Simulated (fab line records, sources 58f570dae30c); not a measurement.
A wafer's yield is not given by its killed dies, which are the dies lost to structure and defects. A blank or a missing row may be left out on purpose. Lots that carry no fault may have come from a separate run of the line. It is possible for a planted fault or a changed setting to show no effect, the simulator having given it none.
A struck lot beside a sound one ; flow berkeley-cmos170 ; 17 steps out of a route of 331
Sound: wafers L386.1, L386.4, L386.5. Wafers L389.3, L389.4, L389.6 were the ones struck. The cause is named last.
For every step that has rows: the tool of each side, followed by ch and its chambers, followed by its first start. Under that, the readings that differ: sound wafers ; struck wafers ; difference of the means ; sigmas: that difference in standard deviations of wafers without a fault.
alike: a reading whose means differ by less than 2 such deviations, as well as words and numbers matching on both sides. not compared: withheld readings; readings where some wafer has no value; bounds like >300 that might hide an equal value; numbers whose values overlap and for which the record gives no deviation.
Wherever a step has rows on one side only, a row that says differs or no value, or a row with sigmas, the two part there. Numbers that don't overlap but have no deviation are shown without sigmas and don't part them. A reading that every wafer of one side lacks parts them only if that side has two wafers or more.

first, 3 steps without rows for these wafers: UCB170_BACKSIDE_HMDS_00 (prime time 60 s); UCB170_BACKSIDE_COAT_01 (resist thk 900 nm); UCB170_BACKSIDE_SOFTBAKE_02 (time 60 s).
UCB170_BACKSIDE_STRIP_03: strips in O2.
  sound on plasma-asher-03 ch 0,1, day 10 06:40; struck on plasma-asher-01 ch 0,1, day 11 19:49
  alike: drypump-motor-current-A, oes-product-au, strip-time-to-endpoint-s
  not compared: rf-hours-counter-h
then, 1 step without rows for these wafers: UCB170_BACKSIDE_CLEAN_04 (cleans in SPM, time 600 s).
UCB170_SDANNEAL_RTA_00: time 10 s.
  sound on rtp-anneal-02 ch 0, day 10 07:39; struck on rtp-anneal-01 ch 0, day 11 20:15
reading;sound;struck;difference;sigmas
lamp-power-pct (%);21.7 21.6 21.7;26.5 26.5 26.6;+4.9;+2
  alike: wafer_temp_C_max
UCB170_SDANNEAL_RTA_01: time 5 s.
  sound on rtp-anneal-02 ch 0, day 10 07:43; struck on rtp-anneal-01 ch 0, day 11 20:19
reading;sound;struck;difference;sigmas
lamp-power-pct (%);33 33 33;41 41 41;+8;+2
  alike: wafer_temp_C_max
UCB170_SDANNEAL_RS_MEAS_02: measures by four-point-probe.
  sound on film-metro-04, day 10 07:49; struck on film-metro-01, day 11 20:23
  alike: PSD_RS
UCB170_SDANNEAL_RS_MEAS_03: measures by four-point-probe.
  sound on film-metro-04, day 10 07:56; struck on film-metro-01, day 11 20:31
  alike: NSD_RS
UCB170_SDANNEAL_RS_MEAS_04: measures by four-point-probe.
  sound on film-metro-04, day 10 08:03; struck on film-metro-01, day 11 20:38
  alike: PLDD_RS
UCB170_SDANNEAL_RS_MEAS_05: measures by four-point-probe.
  sound on film-metro-04, day 10 08:10; struck on film-metro-01, day 11 20:45
reading;sound;struck;difference;sigmas
NLDD_RS (ohm/sq);616.0 614.2 614.8;618.3 618.5 618.5;+3.4;+3
then, 1 step without rows for these wafers: UCB170_SILICIDE_PRE_CLEAN_00 (preclean etch time 60 s).
UCB170_SILICIDE_SPUTTER_01: material Ti, target thk 30 nm, time 25 s.
  sound on pvd-sputter-02, day 10 08:22; struck on pvd-sputter-03, day 11 20:54
reading;sound;struck;difference;sigmas
model.Ti_of_SILICIDE_SPUTTER_01.thk-nm (nm);30.2 29.8 30.06;44.21 44.32 44.12;+14.20;
  alike: throttle-valve-pct
UCB170_SILICIDE_RS_MEAS_02: measures by four-point-probe.
  sound on film-metro-04, day 10 08:23; struck on film-metro-04, day 11 21:15
reading;sound;struck;difference;sigmas
SILICIDE_TI_RS (ohm/sq);25.9 26.3 26.0;16.8 16.7 16.8;-9.3;-27
  not compared: hold
UCB170_SILICIDE_THK_MEAS_03: measures by xrf.
  sound on film-metro-04, day 10 08:31; struck on film-metro-04, day 12 03:43
reading;sound;struck;difference;sigmas
SILICIDE_TI_THK (nm);30.1 29.5 29.8;43.7 43.7 43.4;+13.8;+36
  not compared: hold
UCB170_SILICIDE_RTA_04: time 15 s.
  sound on rtp-anneal-01 ch 0, day 10 08:34; struck on rtp-anneal-01 ch 0, day 12 05:26
reading;sound;struck;difference;sigmas
hold;- - -;await-dispo/1.7h/release await-dispo/1.7h/release await-dispo/1.7h/release;no value on the sound wafers;
  alike: lamp-power-pct, wafer_temp_C_max
then, 1 step without rows for these wafers: UCB170_M3_PROBE_99.

## WHERE THEY PART
At UCB170_SDANNEAL_RTA_00 first; at UCB170_SILICIDE_RTA_04 last (within this record only).

WHY: whatever the simulator had introduced
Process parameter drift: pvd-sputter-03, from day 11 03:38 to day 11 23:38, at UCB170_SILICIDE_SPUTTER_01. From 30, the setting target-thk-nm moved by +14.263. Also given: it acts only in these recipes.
